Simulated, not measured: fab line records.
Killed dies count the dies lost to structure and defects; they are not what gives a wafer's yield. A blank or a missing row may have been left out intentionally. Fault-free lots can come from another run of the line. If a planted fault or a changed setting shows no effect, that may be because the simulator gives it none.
Struck lot and sound lot, side by side :: flow berkeleyCmos170 :: 30 out of 331 route steps
Sound: the wafers L908.2, L908.3, L908.4. Wafers L923.3, L923.4, L923.6 were the ones struck. The cause is given at the end.
For every step that has rows: the tool of each side, followed by ch and its chambers, followed by its first start. Under that, the readings that differ: sound wafers :: struck wafers :: difference of the means :: sigmas: that difference in standard deviations of wafers without a fault.
alike: readings whose means differ by less than 2 such deviations, and words and numbers that are the same on both sides. not compared: withheld readings, readings that some wafer has no value for, bounds like >300 that may hide the same value, and numbers for which the record gives no deviation and whose values overlap.
The two part at a step that has a row with sigmas, a row that says differs or no value, or rows on one side only. When numbers do not overlap yet have no deviation, they are printed without sigmas and do not part them. Lack of a reading on every wafer of one side parts them only where that side has two or more wafers.

UCB170_SDANNEAL_RTA_01: time 5 s.
  sound on rtpAnneal-02 ch 0, day 8 02:46; struck on rtpAnneal-01 ch 0, day 10 20:26
reading: lampPowerPct (%)
sound: 35.7 35.6 35.6
struck: 37.2 37.2 37.2
difference: +1.6
sigmas: +2
  alike: wafer_temp_C_max
UCB170_SDANNEAL_RS_MEAS_02: uses a four-point probe to measure.
  sound on filmMetro-01, day 8 02:50; struck on filmMetro-02, day 10 20:31
  alike: PSD_RS
UCB170_SDANNEAL_RS_MEAS_03: uses a four-point probe to measure.
  sound on filmMetro-01, day 8 02:57; struck on filmMetro-02, day 10 20:38
  alike: NSD_RS
UCB170_SDANNEAL_RS_MEAS_04: uses a four-point probe to measure.
  sound on filmMetro-01, day 8 03:04; struck on filmMetro-02, day 10 20:46
  alike: PLDD_RS
UCB170_SDANNEAL_RS_MEAS_05: uses a four-point probe to measure.
  sound on filmMetro-01, day 8 03:11; struck on filmMetro-02, day 10 20:53
  alike: NLDD_RS
then, 2 steps without rows for these wafers: UCB170_SILICIDE_PRE_CLEAN_00 (preclean etch time 60 s); UCB170_SILICIDE_SPUTTER_01 (material Ti, target thk 30 nm, time 25 s).
UCB170_SILICIDE_RS_MEAS_02: uses a four-point probe to measure.
  sound on filmMetro-01, day 8 03:25; struck on filmMetro-03, day 10 21:05
  alike: SILICIDE_TI_RS
UCB170_SILICIDE_THK_MEAS_03: measures by xrf.
  sound on filmMetro-01, day 8 03:31; struck on filmMetro-03, day 10 21:11
  alike: SILICIDE_TI_THK
UCB170_SILICIDE_RTA_04: time 15 s.
  sound on rtpAnneal-01 ch 0, day 8 03:35; struck on rtpAnneal-01 ch 0, day 10 21:16
  alike: lampPowerPct, wafer_temp_C_max
then, 2 steps without rows for these wafers: UCB170_SILICIDE_WET_ETCH_05 (etches Ti in SPM, time 45 s); UCB170_CONTACT_CLEAN_00 (cleans in SPM, time 600 s).
UCB170_CONTACT_CVD_01: deposits PSG from SiH4/O2/PH3, target thk 700 nm, time 2820 s.
  sound on lpcvd-02 ch 1, day 8 03:50; struck on lpcvd-02 ch 0, day 10 21:30
reading: pressureMtorr (mTorr)
sound: 299.3 299.9 299.3
struck: 450.2 449.5 449.7
difference: +150.3
sigmas: +99 or more

reading: model.PSG_of_CONTACT_CVD_01.thkNm (nm)
sound: 695.6 693.8 688.8
struck: 865.7 868.2 868.4
difference: +174.7
sigmas: 
UCB170_CONTACT_THK_MEAS_02:
  sound on filmMetro-02, day 8 05:38; struck on filmMetro-04, day 10 23:32
reading: CONTACT_PSG_THK (nm)
sound: 695 693 689
struck: 866 868 868
difference: +175
sigmas: +27
  not compared: hold
then, 4 steps without rows for these wafers: UCB170_CONTACT_COAT_04 (resist thk 900 nm); UCB170_CONTACT_SOFTBAKE_05 (time 60 s); UCB170_CONTACT_STRIP_06 (strips in O2); UCB170_CONTACT_CLEAN_07 (cleans in SPM, time 600 s).
UCB170_CONTACT_RTA_08: time 10 s.
  sound on rtpAnneal-02 ch 0, day 8 06:25; struck on rtpAnneal-02 ch 0, day 11 06:11
  alike: lampPowerPct, wafer_temp_C_max
then, 6 steps without rows for these wafers: UCB170_CONTACT_COAT_09; UCB170_CONTACT_COAT_10 (resist thk 900 nm); UCB170_CONTACT_SOFTBAKE_11 (time 60 s); UCB170_CONTACT_EXPOSE_12 (exposes mask CONT, target cd 700 nm); UCB170_CONTACT_PEB_13; UCB170_CONTACT_DEVELOP_14 (develop time 45 s).
UCB170_CONTACT_CD_MEAS_15: the cd target is 700 nm.
  sound on cdSem-02, day 8 07:28; struck on cdSem-01, day 11 07:19
  alike: cdNm
UCB170_CONTACT_OVL_MEAS_16:
  sound on overlay-02, day 8 07:34; struck on overlay-02, day 11 07:24
  alike: CONTACT_OVL
UCB170_CONTACT_ETCH_17: etches BARC in N2/H2.
  sound on rieDiel-03 ch 1,2,3, day 8 07:36; struck on rieDiel-04 ch 0,3, day 11 07:26
  alike: chamberPressureMTorr, drypumpMotorCurrentA, oesProductAu, throttleValvePct
UCB170_CONTACT_ETCH_18: etches PSG in CHF3/CF4/Ar, stops on TiSi2, target depth 840 nm, time 195 s.
  sound: rieDiel-03 ch 1,2,3; struck: rieDiel-04 ch 0,3
reading: oesProductAu (a.u.)
sound: 0.883 0.867 0.896
struck: 0.975 0.963 0.965
difference: +0.086
sigmas: +6

reading: model.etch.depthNm (nm)
sound: 695.6 693.8 688.8
struck: 838.4 824.3 823.6
difference: +136.0
sigmas: 

reading: model.CONTACT.featureDepthNm (nm)
sound: 695.6 693.8 688.8
struck: 838.4 824.3 823.6
difference: +136.0
sigmas: 
  alike: CHF3_flow_sccm, chamberPressureMTorr, drypumpMotorCurrentA, throttleValvePct
  not compared: rfHoursCounterH
UCB170_CONTACT_STRIP_19: strips in O2.
  sound on plasmaAsher-04 ch 0,1, day 8 07:46; struck on plasmaAsher-03 ch 0,1, day 11 07:38
  alike: chamberPressureMTorr, drypumpMotorCurrentA, oesProductAu
  not compared: rfHoursCounterH

WHERE THEY PART
Earliest at UCB170_SDANNEAL_RTA_01; latest, in this record, at UCB170_CONTACT_ETCH_18. Later steps at which nothing parts them and some readings are alike: UCB170_CONTACT_STRIP_19.

WHY: what had been put in by the simulator
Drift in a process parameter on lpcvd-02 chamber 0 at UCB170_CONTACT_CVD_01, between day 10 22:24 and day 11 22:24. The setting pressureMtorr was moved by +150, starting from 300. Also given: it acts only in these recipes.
